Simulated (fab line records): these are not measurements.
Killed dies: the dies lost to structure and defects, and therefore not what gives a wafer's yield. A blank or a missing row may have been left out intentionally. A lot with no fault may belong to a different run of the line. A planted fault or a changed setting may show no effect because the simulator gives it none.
fab line records -- flow ritCmos
[record] lots = 7, wafers = 21, lastDay = 7
route steps=202 shown NRETRO@60 PRETRO@64 GATE@75 M1@202
lots that met no fault: taken from a fault-free run of the same line
startH: start of the lot's first displayed wafer, in hours after the record's first day -- waitH: how many hours have passed since the lot's step before this one -- " as in the row above -- L1.1+2: a single row standing in for several wafers -- - no value, or no start was given -- * or withheld: withheld -- < > ~ a bound
route shown NAME@n: names a module that has steps shown in the file, with the first one's number in the route -- usual: the fault-free wafers' mean and standard deviation -- same: alike in all rows -- chamber/n: place in a boat -- sites: per-site readings -- _std_site: standard deviation across them -- _edge_site: inner sites' mean taken away from outer sites' mean -- radiusMm: for every site, how far away it sits from the centre of the wafer -- mask NAME#n: copy n -- behind: the most recent tool/chamber to have shaped the wafer -- hold: why the lot was held/for how many hours/how that ended -- device: transistor that didn't switch, given as n, p or np -- end of line: the tests these same wafers got at the end of their route -- a step without rows: its recipe alone -- killed: dies that structure and defects cost at the first sort, which is not the same as the wafer's yield -- map: a wafer's dies, x killed, . not, _ none there
set.NAME: the setting the step ran with; set.NAME@STEP: the setting that earlier step ran with -- model.NAME: the simulator's own value behind a step, which no gauge read
certain route steps with their lots: each step a table, each wafer a row
services: a tool's chamber out of use, with start hour (startH, from the record's first day; less than 0 if before it), hours out, and reason
[[steps]]
[step RIT_NRETRO_HARDBAKE_07]
[recipe] resist = NOVOLAK, tempC = 140, timeS = 120
[step RIT_NRETRO_IMPLANT_08]
[recipe] species = P, energyKev = 70, doseCm2 = 1e+13, tiltDeg = 7
[step RIT_NRETRO_STRIP_09]
[recipe] chemistry = O2, timeS = 180, resist = NOVOLAK, platenTempC = withheld, powerW = 500, pressureMtorr = 4000, o2FlowSccm = 4000
[usual] chamberPressureMTorr = 4000/4.2, drypumpMotorCurrentA = 5.5/0.35
[same] timeS = 180
lot.wafer,tool,chamber,startH,waitH,chamberPressureMTorr,drypumpMotorCurrentA,rfHoursCounterH
L771.3,plasmaAsher-02,0,31.23,0.1,4002,6.1,-
L771.4,plasmaAsher-02,1,31.23,0.1,4001,5.5,-
L771.6,plasmaAsher-02,0,31.23,0.1,3996,6.1,-
L775.2,plasmaAsher-02,1,50.84,0.1,4003,5.5,39
L775.5,plasmaAsher-02,1,50.84,0.1,3994,5.5,-
L775.6,plasmaAsher-02,0,50.84,0.1,4004,6.1,-
L778.2,plasmaAsher-02,1,64.52,0.1,4005,5.5,41
L778.3,plasmaAsher-02,0,64.52,0.1,3996,6.1,-
L778.5,plasmaAsher-02,1,64.52,0.1,3999,5.5,-
L783.1,plasmaAsher-03,1,89.97,0.1,4002,5.1,47
L783.2,plasmaAsher-03,0,89.97,0.1,3991,5.4,47
L783.6,plasmaAsher-03,1,89.97,0.1,3999,5.1,-
L787.1,plasmaAsher-03,0,110.18,0.1,4000,5.4,48
L787.3,plasmaAsher-03,0,110.18,0.1,3999,5.4,-
L787.5,plasmaAsher-03,0,110.18,0.1,3999,5.4,-
L789.1,plasmaAsher-04,1,119.31,0.1,3995,5.2,33
L789.5,plasmaAsher-04,0,119.31,0.1,4001,5.5,-
L789.6,plasmaAsher-04,1,119.31,0.1,4004,5.3,-
L793.2,plasmaAsher-02,1,139.98,0.1,4007,5.5,49
L793.4,plasmaAsher-02,0,139.98,0.1,4002,6.1,-
L793.6,plasmaAsher-02,0,139.98,0.1,3998,6.1,-
[step RIT_NRETRO_TW_MEAS_10]
[usual] NRETRO_TW = 1053/6.9
lot.wafer,tool,chamber,startH,waitH,NRETRO_TW
L771.3,filmMetro-03,-,31.37,0.1,1046
L771.4,filmMetro-03,-,31.37,0.1,1046
L771.6,filmMetro-03,-,31.37,0.1,1043
L775.2,filmMetro-01,-,51.02,0.1,1061
L775.5,filmMetro-01,-,51.02,0.1,1067
L775.6,filmMetro-01,-,51.02,0.1,1063
L778.2,filmMetro-03,-,64.70,0.1,1050
L778.3,filmMetro-03,-,64.70,0.1,1044
L778.5,filmMetro-03,-,64.70,0.1,1044
L783.1,filmMetro-04,-,90.14,0.1,1055
L783.2,filmMetro-04,-,90.14,0.1,1052
L783.6,filmMetro-04,-,90.14,0.1,1051
L787.1,filmMetro-04,-,110.36,0.1,1054
L787.3,filmMetro-04,-,110.36,0.1,1057
L787.5,filmMetro-04,-,110.36,0.1,1058
L789.1,filmMetro-04,-,119.49,0.1,1057
L789.5,filmMetro-04,-,119.49,0.1,1058
L789.6,filmMetro-04,-,119.49,0.1,1053
L793.2,filmMetro-01,-,140.16,0.1,1052
L793.4,filmMetro-01,-,140.16,0.1,1059
L793.6,filmMetro-01,-,140.16,0.1,1050
[step RIT_PRETRO_HMDS_00]
[recipe] primeTimeS = 60, primeTempC = 140
[step RIT_PRETRO_COAT_01]
[recipe] resist = NOVOLAK, spinRpm = 2000, resistThkNm = 1300
[step RIT_PRETRO_SOFTBAKE_02]
[recipe] resist = NOVOLAK, tempC = 90, timeS = 60
[step RIT_PRETRO_EXPOSE_03]
[recipe] maskId = M5, na = 0.57, targetCdNm = 43700, doseMj = 250
[step RIT_PRETRO_PEB_04]
[recipe] resist = NOVOLAK, tempC = withheld, timeS = withheld
[step RIT_PRETRO_DEVELOP_05]
[recipe] resist = NOVOLAK, developTimeS = 68, devTempC = 23
[step RIT_PRETRO_OVL_MEAS_06]
[usual] PRETRO_OVL = 0.8/1.3
lot.wafer,tool,chamber,startH,waitH,PRETRO_OVL[nm]
L771.3,overlay-02,-,32.46,-,0.8
L771.4,overlay-02,-,32.46,-,0.5
L771.6,overlay-02,-,32.46,-,1.2
L775.2,overlay-01,-,51.96,-,1.1
L775.5,overlay-01,-,51.96,-,0.7
L775.6,overlay-01,-,51.96,-,1.3
L778.2,overlay-01,-,65.76,-,1.8
L778.3,overlay-01,-,65.76,-,4.0
L778.5,overlay-01,-,65.76,-,3.1
L783.1,overlay-01,-,91.21,-,0.9
L783.2,overlay-01,-,91.21,-,-1.8
L783.6,overlay-01,-,91.21,-,0.7
L787.1,overlay-01,-,111.30,-,1.4
L787.3,overlay-01,-,111.30,-,1.1
L787.5,overlay-01,-,111.30,-,3.0
L789.1,overlay-02,-,120.43,-,-1.7
L789.5,overlay-02,-,120.43,-,-0.3
L789.6,overlay-02,-,120.43,-,0.1
L793.2,overlay-02,-,141.22,-,-0.5
L793.4,overlay-02,-,141.22,-,1.5
L793.6,overlay-02,-,141.22,-,0.8
[step RIT_PRETRO_HARDBAKE_07]
[recipe] resist = NOVOLAK, tempC = 140, timeS = 120
[step RIT_PRETRO_IMPLANT_08]
[recipe] species = B, energyKev = 45, doseCm2 = 1.2e+13, tiltDeg = 7
[usual] beamEnergyKeV = 45.000/0.013, beamOnS = 10.01/0.21, faradayCurrentUA = 38.0/0.79
lot.wafer,tool,chamber,startH,waitH,beamEnergyKeV,beamOnS,faradayCurrentUA
L771.3,implanter-01,0,32.90,0.2,44.998,10.01,38.0
L771.4,implanter-01,0,32.90,0.2,44.993,9.78,39.0
L771.6,implanter-01,0,32.90,0.2,44.997,9.88,38.6
L775.2,implanter-04,0,52.26,0.2,44.967,9.90,38.4
L775.5,implanter-04,0,52.26,0.2,45.023,10.16,37.7
L775.6,implanter-04,0,52.26,0.2,45.012,9.88,38.5
L778.2,implanter-03,0,66.07,0.2,45.010,9.96,38.4
L778.3,implanter-03,0,66.07,0.2,45.005,9.99,38.1
L778.5,implanter-03,0,66.07,0.2,44.994,10.22,37.4
L778.2,implanter-03,0,66.38,0.3,45.015,9.90,38.6
L778.3,implanter-03,0,66.38,0.3,45.000,9.71,39.2
L778.5,implanter-03,0,66.38,0.3,45.008,10.09,37.8
L783.1,implanter-01,0,91.50,0.2,44.987,10.00,38.2
L783.2,implanter-01,0,91.50,0.2,44.989,9.78,39.0
L783.6,implanter-01,0,91.50,0.2,44.971,10.41,36.6
L783.1,implanter-01,0,91.81,0.3,45.003,9.96,38.2
L783.2,implanter-01,0,91.81,0.3,45.026,10.11,37.7
L783.6,implanter-01,0,91.81,0.3,44.999,9.93,38.4
L787.1,implanter-01,0,111.58,0.2,45.000,9.62,39.4
L787.3,implanter-01,0,111.58,0.2,45.010,9.85,38.6
L787.5,implanter-01,0,111.58,0.2,45.001,10.05,37.7
L787.1,implanter-01,0,111.90,0.3,44.987,10.23,37.1
L787.3,implanter-01,0,111.90,0.3,44.987,10.35,36.7
L787.5,implanter-01,0,111.90,0.3,44.980,9.92,38.6
L789.1,implanter-04,0,120.71,0.2,45.002,10.20,37.1
L789.5,implanter-04,0,120.71,0.2,45.021,9.94,38.3
L789.6,implanter-04,0,120.71,0.2,45.018,9.96,38.4
L793.2,implanter-01,0,141.53,0.2,44.993,9.76,38.8
L793.4,implanter-01,0,141.53,0.2,45.003,9.95,38.0
L793.6,implanter-01,0,141.53,0.2,45.005,10.03,37.9
[step RIT_PRETRO_STRIP_09]
[recipe] chemistry = O2, timeS = 180, resist = NOVOLAK, platenTempC = withheld, powerW = 500, pressureMtorr = 4000, o2FlowSccm = 4000
[usual] chamberPressureMTorr = 4000/3.5, drypumpMotorCurrentA = 5.6/0.35
[same] timeS = 180
lot.wafer,tool,chamber,startH,waitH,chamberPressureMTorr,drypumpMotorCurrentA,rfHoursCounterH
L771.3,plasmaAsher-02,0,33.05,0.1,3998,6.1,-
L771.4,plasmaAsher-02,1,33.05,0.1,3995,5.5,-
L771.6,plasmaAsher-02,0,33.05,0.1,3996,6.1,-
L775.2,plasmaAsher-02,0,52.39,0.1,3997,6.1,39
L775.5,plasmaAsher-02,0,52.39,0.1,4000,6.1,-
L775.6,plasmaAsher-02,1,52.39,0.1,3999,5.5,-
L778.2,plasmaAsher-04,1,66.51,0.1,3998,5.3,26
L778.3,plasmaAsher-04,0,66.51,0.1,4006,5.4,-
L778.5,plasmaAsher-04,1,66.51,0.1,4003,5.2,-
L783.1,plasmaAsher-01,1,91.96,0.1,3997,6.2,46
L783.2,plasmaAsher-01,0,91.96,0.1,4001,5.5,46
L783.6,plasmaAsher-01,1,91.96,0.1,4002,6.2,-
L787.1,plasmaAsher-04,1,112.05,0.1,4001,5.3,32
L787.3,plasmaAsher-04,0,112.05,0.1,3995,5.5,-
L787.5,plasmaAsher-04,1,112.05,0.1,3997,5.2,-
L789.1,plasmaAsher-01,1,120.86,0.1,4001,6.2,0
L789.5,plasmaAsher-01,1,120.86,0.1,4008,6.2,-
L789.6,plasmaAsher-01,0,120.86,0.1,4002,5.5,-
L793.2,plasmaAsher-04,0,141.65,0.1,4000,5.5,35
L793.4,plasmaAsher-04,0,141.65,0.1,4005,5.5,-
L793.6,plasmaAsher-04,0,141.65,0.1,3999,5.5,-
[step RIT_PRETRO_TW_MEAS_10]
[usual] PRETRO_TW = 474.6/3
lot.wafer,tool,chamber,startH,waitH,PRETRO_TW
L771.3,filmMetro-02,-,33.19,0.1,470.9
L771.4,filmMetro-02,-,33.19,0.1,476.7
L771.6,filmMetro-02,-,33.19,0.1,473.2
L775.2,filmMetro-02,-,52.57,0.1,473.2
L775.5,filmMetro-02,-,52.57,0.1,473.9
L775.6,filmMetro-02,-,52.57,0.1,471.3
L778.2,filmMetro-04,-,66.69,0.1,590.9
L778.3,filmMetro-04,-,66.69,0.1,591.8
L778.5,filmMetro-04,-,66.69,0.1,590.8
L783.1,filmMetro-01,-,92.14,0.1,589.5
L783.2,filmMetro-01,-,92.14,0.1,587.2
L783.6,filmMetro-01,-,92.14,0.1,589.1
L787.1,filmMetro-02,-,112.22,0.1,584.1
L787.3,filmMetro-02,-,112.22,0.1,583.3
L787.5,filmMetro-02,-,112.22,0.1,580.6
L789.1,filmMetro-04,-,121.04,0.1,476.7
L789.5,filmMetro-04,-,121.04,0.1,479.4
L789.6,filmMetro-04,-,121.04,0.1,474.3
L793.2,filmMetro-02,-,141.84,0.1,473.8
L793.4,filmMetro-02,-,141.84,0.1,471.9
L793.6,filmMetro-02,-,141.84,0.1,475.4
[step RIT_GATE_WET_ETCH_00]
[recipe] chemistry = BOE, target = SiO2, targetDepthNm = 56, timeS = 60, dry = n2Spin, dilution = 10:1, tempC = 21.5
[step RIT_M1_PROBE_99]
[usual] killedAtContacts = 0.1/0.31, killedAtFrontEnd = 7/3.1, killedDies = 7/3.1, killedOpen = 3.3/1.9, killedShort = 3.3/2
[same] grossDies = 264, killed_at_M0_to_M3 = 0, killed_at_M4_up = 0, killedAtBackSide = 0, killedAtOther = 0
lot.wafer,tool,chamber,startH,waitH,killedAtContacts,killedAtFrontEnd,killedDies,killedOpen,killedShort
L771.3,prober-01,-,63.15,0.2,2,5,7,3,2
L771.4,prober-01,-,63.20,0.2,2,5,7,3,3
L771.6,prober-01,-,63.30,0.2,0,8,8,3,5
L775.2,prober-01,-,78.03,0.1,0,6,6,2,4
L775.5,prober-01,-,78.18,0.2,0,4,4,2,2
L775.6,prober-01,-,78.23,0.2,0,11,11,7,4
L778.2,prober-01,-,93.60,0.1,0,6,6,2,4
L778.3,prober-01,-,93.65,0.2,1,3,4,3,1
L778.5,prober-01,-,93.75,0.2,1,5,6,3,3
L787.1,prober-01,-,137.48,0.1,0,6,6,2,4
L787.3,prober-01,-,137.58,0.2,0,12,12,6,6
L787.5,prober-01,-,137.68,0.2,1,6,7,3,4
L789.1,prober-01,-,147.02,0.1,0,9,9,5,4
L789.5,prober-01,-,147.22,0.2,0,6,6,4,2
L789.6,prober-01,-,147.27,0.2,0,6,6,2,4
L793.2,prober-01,-,166.91,0.1,0,6,6,5,1
L793.4,prober-01,-,167.01,0.2,1,3,4,3,1
L793.6,prober-01,-,167.11,0.2,0,7,7,3,4
// killed by level:class
L771.3 GATE:geometricParticle:short=2 CONTACT:coatMicrobubblePrinted=2 FOX2:geometricParticle:open=1 GATE:geometricParticle:open=1 SILICIDE:geometricParticle:open=1
L771.4 FOX1:geometricParticle:open=2 FOX1:geometricParticle:short=1 GATE:geometricParticle:open=1 REOX:geometricParticle:short=1 CONTACT:geometricParticle:short=1 CONTACT:coatMicrobubblePrinted=1
L771.6 GATE:geometricParticle:short=2 FOX1:geometricParticle:open=1 FOX1:geometricParticle:short=1 GATE:geometricParticle:open=1 SPACER:geometricParticle:short=1 SILICIDE:geometricParticle:open=1 SILICIDE:geometricParticle:short=1
L775.2 GATE:geometricParticle:short=3 FOX1:geometricParticle:open=1 FOX2:geometricParticle:short=1 GATE:geometricParticle:open=1
L775.5 SPACER:geometricParticle:open=2 SPACER:geometricParticle:short=2
L775.6 FOX1:geometricParticle:open=4 GATE:geometricParticle:open=2 FOX1:geometricParticle:short=1 GATE:geometricParticle:short=1 REOX:geometricParticle:short=1 SPACER:geometricParticle:short=1 SPACER:geometricParticle:open=1
L778.2 GATE:geometricParticle:short=2 FOX2:geometricParticle:open=1 REOX:geometricParticle:open=1 REOX:geometricParticle:short=1 SPACER:geometricParticle:short=1
L778.3 GATE:geometricParticle:open=1 REOX:geometricParticle:short=1 SILICIDE:geometricParticle:open=1 CONTACT:geometricParticle:open=1
L778.5 GATE:geometricParticle:open=1 GATE:geometricParticle:short=1 REOX:geometricParticle:short=1 REOX:geometricParticle:open=1 SPACER:geometricParticle:open=1 CONTACT:geometricParticle:short=1
L787.1 FOX1:geometricParticle:short=2 GATE:geometricParticle:short=1 GATE:geometricParticle:open=1 SPACER:geometricParticle:short=1 SILICIDE:geometricParticle:open=1
L787.3 FOX1:geometricParticle:short=3 FOX2:geometricParticle:open=3 ACTIVE:geometricParticle:short=1 FOX1:geometricParticle:open=1 GATE:geometricParticle:short=1 GATE:geometricParticle:open=1 REOX:geometricParticle:short=1 SILICIDE:geometricParticle:open=1
L787.5 GATE:geometricParticle:short=2 REOX:geometricParticle:short=2 FOX1:geometricParticle:open=1 REOX:geometricParticle:open=1 CONTACT:geometricParticle:open=1
L789.1 REOX:geometricParticle:open=2 FOX1:geometricParticle:open=1 FOX1:geometricParticle:short=1 GATE:geometricParticle:short=1 GATE:geometricParticle:open=1 REOX:geometricParticle:short=1 SPACER:geometricParticle:short=1 SILICIDE:geometricParticle:open=1
L789.5 FOX1:geometricParticle:open=1 FOX2:geometricParticle:open=1 REOX:geometricParticle:short=1 REOX:geometricParticle:open=1 SPACER:geometricParticle:short=1 SILICIDE:geometricParticle:open=1
L789.6 GATE:geometricParticle:short=2 REOX:geometricParticle:short=1 REOX:geometricParticle:open=1 SPACER:geometricParticle:open=1 SILICIDE:geometricParticle:short=1
L793.2 FOX1:geometricParticle:open=3 SILICIDE:geometricParticle:open=2 SPACER:geometricParticle:short=1
L793.4 FOX1:geometricParticle:open=1 REOX:geometricParticle:short=1 REOX:geometricParticle:open=1 CONTACT:geometricParticle:open=1
L793.6 FOX2:geometricParticle:short=3 SILICIDE:geometricParticle:open=2 GATE:geometricParticle:open=1 SILICIDE:geometricParticle:short=1
[[services]]
tool,chamber,startH,hours,kind
implanter-04,-,21.46,3.3,pm
implanter-03,-,24.05,3.6,repair
plasmaAsher-04,-,30.02,10.5,repair
plasmaAsher-01,-,48.14,0.6,repair
implanter-04,-,102.91,4.7,pm
plasmaAsher-01,-,108.75,9.0,pm
plasmaAsher-01,0,108.75,9.0,ventCycle
plasmaAsher-01,1,108.75,9.0,ventCycle
plasmaAsher-01,-,111.80,4.2,repair
plasmaAsher-01,0,117.75,-,clean
plasmaAsher-01,1,117.75,-,clean
[[key]]
[firstSign] step = RIT_PRETRO_IMPLANT_08, reading = visit, direction = added
[effect] step = RIT_PRETRO_TW_MEAS_10, reading = PRETRO_TW, direction = up, sigmas = 38, usual = 474.6, struck = 587.5
metAt RIT_PRETRO_IMPLANT_08
struckWafers L778.2,L778.3,L778.5,L783.1,L783.2,L783.6,L787.1,L787.3,L787.5
rowsEnd L783.1,L783.2,L783.6
testerLeftOut L778,L787
[fault] kind = repeatedStepWhole, tool = implanter-01,implanter-03,implanter-04, chamber = -, onsetH = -, steps = RIT_PRETRO_IMPLANT_08, times = 1, scope = struckLotsOnly
// testerLeftOut: of these lots the tester's yield and bins aren't shown, on N5 and GAA mostly nor the transistor test; their killed dies are dies lost to structure and defects alone, not to doping, threshold or leakage, so they don't give the yield
// rowsEnd: these wafers met a further fault down the route, and their rows from its step on are left out
